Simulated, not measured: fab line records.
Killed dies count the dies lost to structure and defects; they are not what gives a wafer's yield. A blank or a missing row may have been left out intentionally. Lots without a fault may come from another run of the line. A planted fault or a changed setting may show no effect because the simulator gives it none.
Problem report in the 8D (eight disciplines) form, filled by code    flow berkeley_cmos170    the parts of the form that need people (team, actions taken, sign-off) are left out

1. WHAT IS WRONG
Mean of chamber_pressure_pa at UCB170_M2_SPUTTER_01: 0.5356 Pa across 6 wafers in 2 lots; on wafers with no fault it is 0.5000 Pa (standard deviation 0.00097). That puts it +37 standard deviations away from the usual mean.
The step: material Al, target thk 900 nm, time 120 s.
First seen on wafer L971.1, day 8 20:52, on pvd_sputter-03. The record holds 42 wafers of 14 lots with a number at this step. Rule for "out", or "out of limits": more than 4 standard deviations from the usual mean. All remaining wafers that have a number are taken as sound.

2. WHAT IT IS AND WHAT IT IS NOT
question                     is                      is not
which readings at this step  chamber_pressure_pa     -
which lots                   L971, L975              L962, L965, L968, L969, L973, L976, L978, L979, L980, L981, L982, L985
which wafers of those lots   all that have a number  -
read on which tools          pvd_sputter-03          pvd_sputter-01, pvd_sputter-04
when                         from day 8 20:52        up to then (12 sound wafers); but 24 sound wafers of L973, L976, L978, L979, L980, L981, L982, L985 came after

3. WHAT RULES OUT EACH SUSPECT
Counting: a tool at any process step up to the reading remains a suspect when it ran all the lots that are out and ran no sound lot after the first of those.
- rtp_anneal-01 at UCB170_SDANNEAL_RTA_01 (time 5 s): ruled out as a lasting fault. The sound lots L973, L979, L980, L985 went through it after L971, its earliest lot that is out (day 8 07:37).
- pvd_sputter-03 at UCB170_M2_SPUTTER_01 (material Al, target thk 900 nm, time 120 s): kept. It ran every lot that is out, first L971 (day 8 20:52), and no sound lot after that; its last sound lot up to then is L965 (day 8 01:22). Its own chamber_pressure_pa readings are out on those wafers.
Remaining after the count: pvd_sputter-03 at UCB170_M2_SPUTTER_01.

4. THE CAUSE (what the simulator had put in)
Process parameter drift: pvd_sputter-03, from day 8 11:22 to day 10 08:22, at UCB170_M2_SPUTTER_01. A move of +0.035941 in setting chamber_pressure_pa, from 0.5. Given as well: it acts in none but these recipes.
Only this tool survived the counting.

5. THE EFFECT CHAIN, in route order
Each row: a reading where the mean over the struck wafers with a number is more than 3 standard deviations away from the usual. Only readings whose record carries a usual standard deviation are examined. hours: median over the lots of the time between each lot's start at the first step of this table that gives one and its start at this step. sigmas: the change, counted in usual standard deviations.
hours  step                  reading              usual      on struck wafers  change   sigmas
0      UCB170_M2_SPUTTER_01  chamber_pressure_pa  0.5000 Pa  0.5356            +0.0356  +37
The process steps in it:
- UCB170_M2_SPUTTER_01: material Al, target thk 900 nm, time 120 s.

6. HOW IT WOULD HAVE BEEN CAUGHT EARLIER
10 hours passed between the start of the fault at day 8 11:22 and the first reading out of limits in this record, taken at day 8 20:52.
